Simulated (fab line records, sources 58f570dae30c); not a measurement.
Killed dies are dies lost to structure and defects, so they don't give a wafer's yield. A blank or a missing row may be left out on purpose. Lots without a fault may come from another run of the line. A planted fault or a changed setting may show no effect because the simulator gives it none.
One fault seen from 2 desks | flow berkeley_cmos170 | each desk has only its own numbers; what lay behind them comes last

THE METROLOGY DESK
What the gauges read, lot by lot, whatever tool the lot ran on: means of the sampled wafers that have a number. A lot is out of limits, marked OUT, if its mean lies more than 4 standard deviations from the usual mean; the brackets give that distance.
Columns: A = cd_nm at UCB170_M3_CD_MEAS_15, usual 700.2 nm; B = M3_OVL at UCB170_M3_OVL_MEAS_16, usual 2 nm; C = cd_nm at UCB170_M3_CD_MEAS_90, usual 700.8 nm; D = M3_BOW at UCB170_M3_BOW_MEAS_20, usual 35 um
lot  | first seen here | A     | B  | C     | D
L190 | day 8 04:35     | 699.1 | 1  | 698.4 | 37
L192 | day 8 22:07     | 699.6 | -3 | 700.6 | 37
L207 | day 12 04:00    | 699.1 | 2  | 701.4 | 28
L211 | day 12 17:33    | 698.3 | -0 | 699.3 | 32
L212 | day 13 12:58    | 704.0 | 3  | 704.5 | 38
This desk's finding: nothing out of limits on any of the 5 lots.

THE TOOL OWNER'S DESK: rie_diel-01
The tool's own readings at UCB170_M3_ETCH_17 (etches BARC in N2/H2): means of the sampled wafers that have a number, for each lot that ran on this tool. A lot is out of limits, marked OUT, if its mean lies more than 4 standard deviations from the usual mean; the brackets give that distance.
Columns: A = drypump_motor_current_A at UCB170_M3_ETCH_17, usual 5.9 A; B = oes_product_au at UCB170_M3_ETCH_17, usual 0.993 a.u.; C = throttle_valve_pct at UCB170_M3_ETCH_17, usual 13.36 %
lot  | first seen here | A   | B     | C
L192 | day 8 22:16     | 5.7 | 1.003 | 13.36
L207 | day 12 04:10    | 5.9 | 1.002 | 13.44
This desk's finding: nothing out of limits on any of the 2 lots.

PUT TOGETHER
The metrology desk saw nothing out of limits.
The tool owner's desk saw nothing out of limits.

WHAT THE SIMULATOR HAD PUT IN
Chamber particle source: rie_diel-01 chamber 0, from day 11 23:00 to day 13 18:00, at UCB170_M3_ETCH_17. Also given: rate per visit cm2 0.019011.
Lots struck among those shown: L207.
